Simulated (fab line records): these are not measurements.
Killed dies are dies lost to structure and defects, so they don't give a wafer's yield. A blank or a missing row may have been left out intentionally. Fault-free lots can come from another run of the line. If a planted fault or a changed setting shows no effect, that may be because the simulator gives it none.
fab line records	flow rit-cmos
record: lots: 14	wafers: 42	last-day: 8
route steps=202 shown ACTIVE@1 NRETRO@59 PRETRO@67 M1@202
lots with no fault: from the same line, run without faults
start-h: the number of hours between the record's first day and the start of the first shown wafer of the lot	wait-h: hours from the lot's prior step to this one	" identical to the entry in the row above	L1.1+2: a single row standing in for several wafers	- no value present, or no start provided	* or withheld: withheld	< > ~ a bound
route shown NAME@n: names a module that has steps shown in the file, with the first one's number in the route	usual: mean/standard deviation taken from wafers without a fault	same: alike in all rows	chamber/n: place in a boat	sites: each site's reading	_std_site: their standard deviation	_edge_site: outer sites' mean less inner sites'	radius-mm: how far each site lies from the wafer's centre	mask NAME#n: copy n	behind: the tool/chamber that last shaped the wafer	hold: why the lot was held/for how many hours/how that ended	device: the n, p or np transistor that did not switch	end of line: the same wafers' tests at the end of the route	a step without rows: its recipe alone	killed: the dies lost at the first sort to structure and to defects; this is not the yield of the wafer	map: shows each die of a wafer: x if killed, . if not, _ if none is there
set.NAME: the setting as run; set.NAME@STEP: as run at that earlier step	model.NAME: the simulator's own value behind a step, which no gauge read
a sample of lots followed through the steps of the route, with each step as a table and each wafer as a row
services: from which hour (start-h, from the record's first day; less than 0 if before it) a tool's chamber was out of use, for how many hours, and why
== steps ==
step: RIT_ACTIVE_BOW_MEAS_00
recipe: mode: bow
usual: INCOMING_BOW: 0/6.9
lot.wafer	tool	chamber	start-h	wait-h	INCOMING_BOW[um]
L404.2	film-metro-01	-	10.02	-	-1
L404.3	"	-	"	"	1
L404.4	"	-	"	"	1
L405.2	film-metro-02	-	15.02	-	-4
L405.3	"	-	"	"	4
L405.6	"	-	"	"	-1
L407.2	film-metro-02	-	25.02	-	10
L407.3	"	-	"	"	-8
L407.5	"	-	"	"	10
L408.1	film-metro-01	-	30.00	-	-5
L408.4	"	-	"	"	7
L408.5	"	-	"	"	-7
L409.1	film-metro-04	-	35.00	-	19
L409.3	"	-	"	"	-5
L409.6	"	-	"	"	3
L410.1	film-metro-01	-	40.00	-	3
L410.3	"	-	"	"	-2
L410.4	"	-	"	"	-11
L411.1	film-metro-02	-	45.00	-	9
L411.4	"	-	"	"	-11
L411.6	"	-	"	"	-9
L412.2	film-metro-02	-	50.02	-	-6
L412.4	"	-	"	"	0
L412.6	"	-	"	"	4
L413.2	film-metro-02	-	55.02	-	7
L413.3	"	-	"	"	-4
L413.4	"	-	"	"	-2
L414.1	film-metro-01	-	60.00	-	-3
L414.2	"	-	"	"	0
L414.3	"	-	"	"	-3
L415.1	film-metro-02	-	65.00	-	-2
L415.3	"	-	"	"	4
L415.5	"	-	"	"	9
L417.3	film-metro-02	-	75.04	-	3
L417.4	"	-	"	"	-6
L417.5	"	-	"	"	-9
L424.2	film-metro-02	-	110.02	-	6
L424.3	"	-	"	"	-8
L424.5	"	-	"	"	-1
L427.1	film-metro-01	-	125.00	-	-2
L427.2	"	-	"	"	15
L427.6	"	-	"	"	-5
step: RIT_ACTIVE_THK_MEAS_02
recipe: reads: SiO2_of_ACTIVE_OXIDATION_01
usual: ACTIVE_OXIDE_THK: 46.8/0.78
lot.wafer	tool	chamber	start-h	wait-h	ACTIVE_OXIDE_THK[nm]
L404.2	film-metro-01	-	12.06	0.0	45.8
L404.3	"	-	"	"	45.9
L404.4	"	-	"	"	46.6
L405.2	film-metro-01	-	17.06	0.0	46.9
L405.3	"	-	"	"	47.2
L405.6	"	-	"	"	47.9
L407.2	film-metro-04	-	27.14	0.0	47.5
L407.3	"	-	"	"	48.0
L407.5	"	-	"	"	47.1
L408.1	film-metro-01	-	33.80	0.0	46.6
L408.4	"	-	"	"	46.9
L408.5	"	-	"	"	46.8
L409.1	film-metro-04	-	37.05	0.0	45.9
L409.3	"	-	"	"	45.7
L409.6	"	-	"	"	45.8
L410.1	film-metro-01	-	42.05	0.0	47.5
L410.3	"	-	"	"	47.1
L410.4	"	-	"	"	47.2
L411.1	film-metro-01	-	47.05	0.0	46.0
L411.4	"	-	"	"	46.2
L411.6	"	-	"	"	46.7
L412.2	film-metro-04	-	52.06	0.0	48.0
L412.4	"	-	"	"	47.6
L412.6	"	-	"	"	47.3
L413.2	film-metro-01	-	58.24	0.0	45.0
L413.3	"	-	"	"	45.3
L413.4	"	-	"	"	45.5
L414.1	film-metro-01	-	62.05	0.0	47.4
L414.2	"	-	"	"	47.3
L414.3	"	-	"	"	47.7
L415.1	film-metro-04	-	67.05	0.0	47.2
L415.3	"	-	"	"	46.7
L415.5	"	-	"	"	47.4
L417.3	film-metro-04	-	77.07	0.0	46.2
L417.4	"	-	"	"	46.4
L417.5	"	-	"	"	46.3
L424.2	film-metro-02	-	112.91	0.0	46.5
L424.3	"	-	"	"	46.7
L424.5	"	-	"	"	47.1
L427.1	film-metro-02	-	132.34	0.0	47.4
L427.2	"	-	"	"	47.0
L427.6	"	-	"	"	46.5
step: RIT_NRETRO_OVL_MEAS_06
usual: NRETRO_OVL: -0.6/1.6
lot.wafer	tool	chamber	start-h	wait-h	NRETRO_OVL[nm]
L404.2	overlay-01	-	30.02	-	-1.5
L404.3	"	-	"	"	-0.9
L404.4	"	-	"	"	-1.3
L405.2	overlay-02	-	34.06	-	0.1
L405.3	"	-	"	"	-1.5
L405.6	"	-	"	"	-1.0
L407.2	overlay-01	-	44.90	-	-0.2
L407.3	"	-	"	"	-1.6
L407.5	"	-	"	"	-1.8
L408.1	overlay-01	-	51.67	-	0.0
L408.4	"	-	"	"	-2.1
L408.5	"	-	"	"	1.1
L409.1	overlay-01	-	54.12	-	-2.0
L409.3	"	-	"	"	-1.6
L409.6	"	-	"	"	-0.2
L410.1	overlay-01	-	60.48	-	-1.8
L410.3	"	-	"	"	-2.0
L410.4	"	-	"	"	-2.1
L411.1	overlay-01	-	64.56	-	0.6
L411.4	"	-	"	"	1.1
L411.6	"	-	"	"	2.6
L412.2	overlay-01	-	70.61	-	-1.6
L412.4	"	-	"	"	-0.1
L412.6	"	-	"	"	-1.1
L413.2	overlay-01	-	76.80	-	-3.3
L413.3	"	-	"	"	-0.9
L413.4	"	-	"	"	-1.6
L414.1	overlay-01	-	79.76	-	-2.7
L414.2	"	-	"	"	-1.3
L414.3	"	-	"	"	-1.1
L415.1	overlay-02	-	84.33	-	1.3
L415.3	"	-	"	"	-1.6
L415.5	"	-	"	"	-0.2
L417.3	overlay-01	-	95.10	-	-1.6
L417.4	"	-	"	"	-1.3
L417.5	"	-	"	"	-0.6
L424.2	overlay-01	-	131.44	-	-0.8
L424.3	"	-	"	"	0.9
L424.5	"	-	"	"	0.3
L427.1	overlay-01	-	154.47	-	-0.3
L427.2	"	-	"	"	-0.6
L427.6	"	-	"	"	0.1
step: RIT_PRETRO_EXPOSE_03
recipe: mask-id: M5	na: 0.57	target-cd-nm: 43700	dose-mj: 250
same: na: 0.57
lot.wafer	tool	chamber	start-h	wait-h	mask
L404.2+3+4	iline-stepper-02	0	31.15	0.1	M5#0
L405.2+3+6	iline-stepper-01	0	35.32	0.2	M5#0
L407.2+3+5	iline-stepper-01	0	46.16	0.2	M5#0
L408.1+4+5	iline-stepper-02	0	53.00	0.2	M5#0
L409.1+3+6	iline-stepper-01	0	55.38	0.2	M5#0
L410.1+3+4	iline-stepper-02	0	61.73	0.2	M5#0
L411.1+4+6	iline-stepper-02	0	65.68	0.1	M5#0
L412.2+4+6	iline-stepper-01	0	71.91	0.2	M5#0
L413.2+3+4	iline-stepper-01	0	78.22	0.1	M5#0
L414.1+2+3	iline-stepper-01	0	80.88	0.1	M5#0
L415.1+3+5	iline-stepper-02	0	85.57	0.2	M5#0
L417.3+4+5	iline-stepper-01	0	96.38	0.2	M5#0
L424.2+3+5	iline-stepper-02	0	132.80	0.2	M5#0
L427.1+2+6	iline-stepper-02	0	155.81	0.2	M5#0
step: RIT_PRETRO_OVL_MEAS_06
usual: PRETRO_OVL: -0.2/1.4
lot.wafer	tool	chamber	start-h	wait-h	PRETRO_OVL[nm]
L404.2	overlay-02	-	31.57	-	-1.1
L404.3	"	-	"	"	-0.8
L404.4	"	-	"	"	3.4
L405.2	overlay-01	-	35.74	-	1.1
L405.3	"	-	"	"	2.5
L405.6	"	-	"	"	0.7
L407.2	overlay-01	-	46.57	-	-3.3
L407.3	"	-	"	"	-1.4
L407.5	"	-	"	"	-2.6
L408.1	overlay-01	-	53.60	-	-0.7
L408.4	"	-	"	"	0.3
L408.5	"	-	"	"	0.2
L409.1	overlay-01	-	55.81	-	-1.2
L409.3	"	-	"	"	2.2
L409.6	"	-	"	"	1.2
L410.1	overlay-01	-	62.16	-	0.6
L410.3	"	-	"	"	1.1
L410.4	"	-	"	"	1.3
L411.1	overlay-01	-	66.11	-	-2.0
L411.4	"	-	"	"	-0.6
L411.6	"	-	"	"	-1.7
L412.2	overlay-01	-	72.33	-	-1.5
L412.4	"	-	"	"	0.0
L412.6	"	-	"	"	1.0
L413.2	overlay-02	-	78.64	-	0.3
L413.3	"	-	"	"	0.3
L413.4	"	-	"	"	-0.3
L414.1	overlay-02	-	81.31	-	-
L414.2	"	-	"	"	-
L414.3	"	-	"	"	-
L415.1	overlay-02	-	86.00	-	0.4
L415.3	"	-	"	"	1.1
L415.5	"	-	"	"	-1.6
L417.3	overlay-01	-	96.78	-	-
L417.4	"	-	"	"	-
L417.5	"	-	"	"	-
L424.2	overlay-01	-	133.22	-	-3.9
L424.3	"	-	"	"	0.9
L424.5	"	-	"	"	-1.0
L427.1	overlay-01	-	156.24	-	-0.8
L427.2	"	-	"	"	-0.8
L427.6	"	-	"	"	-0.5
step: RIT_M1_PROBE_99
usual: killed_at_M0_to_M3: 0.0/0.14	killed-at-contacts: 0.0/0.25	killed-at-front-end: 6.6/2.7	killed-dies: 6.7/2.7	killed-on-rim: 1.6/1.1	killed-open: 3.3/1.9	killed-short: 3.4/1.9
same: gross-dies: 264	killed_at_M4_up: 0	killed-at-back-side: 0	killed-at-other: 0
lot.wafer	tool	chamber	start-h	wait-h	killed_at_M0_to_M3	killed-at-contacts	killed-at-front-end	killed-dies	killed-on-rim	killed-open	killed-short
L404.2	prober-01	-	58.51	0.1	0	0	4	4	1	1	3
L404.3	prober-01	-	58.56	0.2	0	0	7	7	2	4	3
L404.4	prober-01	-	58.61	0.2	0	0	6	6	1	4	2
L405.2	prober-02	-	63.86	0.1	0	0	5	5	1	2	3
L405.3	prober-02	-	63.91	0.2	0	0	7	7	1	6	1
L405.6	prober-02	-	64.06	0.2	0	0	12	12	2	8	4
L407.2	prober-02	-	73.72	0.1	0	0	5	5	1	3	2
L407.3	prober-02	-	73.77	0.2	0	0	3	3	2	2	1
L407.5	prober-02	-	73.87	0.2	0	0	5	5	1	3	2
L408.1	prober-01	-	80.42	0.1	0	1	4	5	1	4	1
L408.4	prober-01	-	80.57	0.2	0	0	4	4	1	2	2
L408.5	prober-01	-	80.62	0.2	0	0	9	9	1	6	3
L409.1	prober-02	-	83.22	0.1	0	1	8	9	3	6	3
L409.3	prober-02	-	83.32	0.2	0	0	10	10	2	6	4
L409.6	prober-02	-	83.47	0.2	0	0	10	10	2	3	7
L410.1	prober-01	-	88.67	0.1	0	0	4	4	1	3	1
L410.3	prober-01	-	88.77	0.2	0	0	5	5	2	3	2
L410.4	prober-01	-	88.82	0.2	0	0	6	6	1	2	4
L411.1	prober-02	-	92.52	0.1	0	0	6	6	1	3	3
L411.4	prober-02	-	92.67	0.2	0	0	4	4	0	2	2
L411.6	prober-02	-	92.77	0.2	0	0	5	5	1	1	3
L412.2	prober-01	-	99.70	0.1	0	0	8	8	3	5	3
L412.4	prober-01	-	99.80	0.2	0	1	10	11	2	5	6
L412.6	prober-01	-	99.90	0.2	0	0	7	7	1	4	3
L413.2	prober-02	-	105.92	0.1	0	0	1	1	0	1	0
L413.3	prober-02	-	105.97	0.2	0	0	4	4	1	2	2
L413.4	prober-02	-	106.02	0.2	1	0	2	3	0	0	3
L414.1	prober-01	-	110.84	0.1	0	0	264	264	70	2	3
L414.2	prober-01	-	110.89	0.1	0	0	264	264	70	1	1
L414.3	prober-01	-	110.94	0.2	0	0	264	264	70	7	4
L415.1	prober-02	-	113.53	0.1	0	0	5	5	0	3	2
L415.3	prober-02	-	113.63	0.2	0	0	1	1	0	1	0
L415.5	prober-02	-	113.73	0.2	0	0	9	9	4	3	6
L417.3	prober-02	-	126.34	0.2	0	0	264	264	70	2	4
L417.4	prober-02	-	126.39	0.2	0	0	264	264	70	5	0
L417.5	prober-02	-	126.44	0.2	0	0	264	264	70	0	2
L424.2	prober-02	-	165.65	0.1	0	0	7	7	2	2	5
L424.3	prober-02	-	165.70	0.2	0	0	10	10	2	4	6
L424.5	prober-02	-	165.80	0.2	0	0	12	12	0	5	7
L427.1	prober-02	-	187.59	0.1	0	0	7	7	1	3	4
L427.2	prober-02	-	187.64	0.1	0	0	12	12	4	5	7
L427.6	prober-02	-	187.84	0.2	0	0	8	8	2	4	4
killed by level:class
L404.2 GATE:geometric-particle:short=2 FOX1:geometric-particle:short=1 GATE:geometric-particle:open=1
L404.3 GATE:geometric-particle:open=3 FOX1:geometric-particle:short=1 FOX2:geometric-particle:short=1 FOX2:geometric-particle:open=1 GATE:geometric-particle:short=1
L404.4 GATE:geometric-particle:open=3 ACTIVE:geometric-particle:open=1 FOX1:geometric-particle:short=1 SILICIDE:geometric-particle:short=1
L405.2 FOX1:geometric-particle:short=3 FOX1:geometric-particle:open=1 SILICIDE:geometric-particle:open=1
L405.3 FOX1:geometric-particle:open=2 GATE:geometric-particle:open=2 FOX2:geometric-particle:open=1 GATE:geometric-particle:short=1 SILICIDE:geometric-particle:open=1
L405.6 FOX1:geometric-particle:open=3 GATE:geometric-particle:open=3 SILICIDE:geometric-particle:short=2 GATE:geometric-particle:short=1 REOX:geometric-particle:open=1 REOX:geometric-particle:short=1 SILICIDE:geometric-particle:open=1
L407.2 FOX2:geometric-particle:open=2 FOX2:geometric-particle:short=1 REOX:geometric-particle:short=1 SPACER:geometric-particle:open=1
L407.3 GATE:geometric-particle:open=1 GATE:geometric-particle:short=1 REOX:geometric-particle:open=1
L407.5 GATE:geometric-particle:open=2 FOX1:geometric-particle:open=1 GATE:geometric-particle:short=1 REOX:geometric-particle:short=1
L408.1 GATE:geometric-particle:open=4 CONTACT:geometric-particle:short=1
L408.4 FOX1:geometric-particle:open=2 GATE:geometric-particle:short=1 REOX:geometric-particle:short=1
L408.5 GATE:geometric-particle:short=3 GATE:geometric-particle:open=3 FOX1:geometric-particle:open=2 REOX:geometric-particle:open=1
L409.1 GATE:geometric-particle:open=2 SPACER:geometric-particle:open=2 FOX1:geometric-particle:open=1 FOX2:geometric-particle:open=1 GATE:geometric-particle:short=1 SPACER:geometric-particle:short=1 CONTACT:geometric-particle:short=1
L409.3 GATE:geometric-particle:open=2 REOX:geometric-particle:open=2 FOX1:geometric-particle:short=1 FOX2:geometric-particle:short=1 GATE:geometric-particle:short=1 REOX:geometric-particle:short=1 SPACER:geometric-particle:open=1 SILICIDE:geometric-particle:open=1
L409.6 FOX1:geometric-particle:short=3 SILICIDE:geometric-particle:short=2 GATE:geometric-particle:open=1 GATE:geometric-particle:short=1 SPACER:geometric-particle:open=1 SPACER:geometric-particle:short=1 SILICIDE:geometric-particle:open=1
L410.1 FOX2:geometric-particle:open=1 GATE:geometric-particle:open=1 SPACER:geometric-particle:open=1 SPACER:geometric-particle:short=1
L410.3 SPACER:geometric-particle:open=2 GATE:geometric-particle:short=1 GATE:geometric-particle:open=1 SILICIDE:geometric-particle:short=1
L410.4 GATE:geometric-particle:short=2 GATE:geometric-particle:open=1 REOX:geometric-particle:short=1 SPACER:geometric-particle:open=1 SPACER:geometric-particle:short=1
L411.1 SPACER:geometric-particle:open=2 SILICIDE:geometric-particle:short=2 FOX1:geometric-particle:short=1 FOX2:geometric-particle:open=1
L411.4 FOX1:geometric-particle:short=1 FOX1:geometric-particle:open=1 GATE:geometric-particle:open=1 GATE:geometric-particle:short=1
L411.6 GATE:geometric-particle:open=1 GATE:geometric-particle:short=1 SPACER:geometric-particle:short=1 SILICIDE:geometric-particle:short=1 PSD:coat-microbubble-printed=1
L412.2 FOX1:geometric-particle:open=3 REOX:geometric-particle:open=2 FOX1:geometric-particle:short=1 FOX2:geometric-particle:short=1 GATE:geometric-particle:short=1
L412.4 REOX:geometric-particle:short=3 FOX1:geometric-particle:open=2 GATE:geometric-particle:open=2 GATE:geometric-particle:short=2 SILICIDE:geometric-particle:open=1 CONTACT:geometric-particle:short=1
L412.6 GATE:geometric-particle:open=2 FOX1:geometric-particle:open=1 FOX2:geometric-particle:short=1 GATE:geometric-particle:short=1 REOX:geometric-particle:short=1 SILICIDE:geometric-particle:open=1
L413.2 FOX1:geometric-particle:open=1
L413.3 FOX1:geometric-particle:open=1 FOX1:geometric-particle:short=1 GATE:geometric-particle:open=1 SILICIDE:geometric-particle:short=1
L413.4 REOX:geometric-particle:short=1 GATE:geometric-particle:short=1 M1:geometric-particle:short=1
L414.1 PRETRO:overlay=259 GATE:geometric-particle:short=2 FOX1:geometric-particle:short=1 FOX1:geometric-particle:open=1 GATE:geometric-particle:open=1
L414.2 PRETRO:overlay=262 FOX1:geometric-particle:open=1 GATE:geometric-particle:short=1
L414.3 PRETRO:overlay=253 GATE:geometric-particle:short=3 GATE:geometric-particle:open=3 SILICIDE:geometric-particle:open=2 FOX1:geometric-particle:open=1 SPACER:geometric-particle:open=1 SILICIDE:geometric-particle:short=1
L415.1 GATE:geometric-particle:open=2 FOX2:geometric-particle:short=1 REOX:geometric-particle:short=1 REOX:geometric-particle:open=1
L415.3 GATE:geometric-particle:open=1
L415.5 GATE:geometric-particle:short=2 REOX:geometric-particle:short=2 SILICIDE:geometric-particle:short=2 FOX1:geometric-particle:open=1 SPACER:geometric-particle:open=1 SILICIDE:geometric-particle:open=1
L417.3 PRETRO:overlay=258 GATE:geometric-particle:short=1 GATE:geometric-particle:open=1 REOX:geometric-particle:open=1 REOX:geometric-particle:short=1 SPACER:geometric-particle:short=1 SILICIDE:geometric-particle:short=1
L417.4 PRETRO:overlay=259 FOX1:geometric-particle:open=1 FOX2:geometric-particle:open=1 GATE:geometric-particle:open=1 REOX:geometric-particle:open=1 SILICIDE:geometric-particle:open=1
L417.5 PRETRO:overlay=262 GATE:geometric-particle:short=1 REOX:geometric-particle:short=1
L424.2 FOX2:geometric-particle:short=2 GATE:geometric-particle:short=2 GATE:geometric-particle:open=2 SPACER:geometric-particle:short=1
L424.3 GATE:geometric-particle:short=4 FOX1:geometric-particle:open=1 FOX1:geometric-particle:short=1 FOX2:geometric-particle:open=1 SPACER:geometric-particle:open=1 SILICIDE:geometric-particle:open=1 SILICIDE:geometric-particle:short=1
L424.5 GATE:geometric-particle:open=3 SPACER:geometric-particle:short=2 SILICIDE:geometric-particle:open=2 SILICIDE:geometric-particle:short=2 FOX1:geometric-particle:short=1 FOX2:geometric-particle:short=1 REOX:geometric-particle:short=1
L427.1 GATE:geometric-particle:short=2 REOX:geometric-particle:short=2 FOX2:geometric-particle:open=1 REOX:geometric-particle:open=1 SPACER:geometric-particle:open=1
L427.2 FOX2:geometric-particle:open=2 GATE:geometric-particle:short=2 SPACER:geometric-particle:short=2 FOX1:geometric-particle:short=1 FOX2:geometric-particle:short=1 GATE:geometric-particle:open=1 SPACER:geometric-particle:open=1 SILICIDE:geometric-particle:open=1
L427.6 FOX2:geometric-particle:open=2 GATE:geometric-particle:open=2 FOX1:geometric-particle:short=1 FOX2:geometric-particle:short=1 GATE:geometric-particle:short=1 SPACER:geometric-particle:short=1
== services ==
tool	chamber	start-h	hours	kind
iline-stepper-02	-	8.39	1.7	pm
iline-stepper-01	-	58.87	1.7	pm
iline-stepper-02	-	67.08	4.4	pm
iline-stepper-01	-	89.14	1.5	repair
iline-stepper-01	0	108.09	-	calibration
iline-stepper-02	-	145.04	2.1	pm
iline-stepper-02	-	147.12	-	consumable-replace:lamp
iline-stepper-02	0	149.29	-	calibration
== key ==
first-sign: step: RIT_PRETRO_OVL_MEAS_06	reading: PRETRO_OVL	direction: missing
effect: step: RIT_M1_PROBE_99	reading: killed-at-front-end	direction: up	sigmas: 94	usual: 6.6	struck: 264
more-kills-born-at: RIT_PRETRO_EXPOSE_03@iline-stepper-01: 1553
met-at RIT_PRETRO_EXPOSE_03
struck-lots L414,L417
tester-left-out L414,L417
not-acting-at RIT_ACTIVE_BOW_MEAS_00,RIT_ACTIVE_THK_MEAS_02,RIT_NRETRO_OVL_MEAS_06
onset-between 78.22 80.88
fault: kind: scanner-matching-overlay	tool: iline-stepper-01	chamber: -	onset-h: 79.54	steps: RIT_PRETRO_EXPOSE_03	offset: 7871.9
tester-left-out: of these lots the tester's yield and bins aren't shown, on N5 and GAA mostly nor the transistor test; their killed dies are dies lost to structure and defects alone, not to doping, threshold or leakage, so they don't give the yield
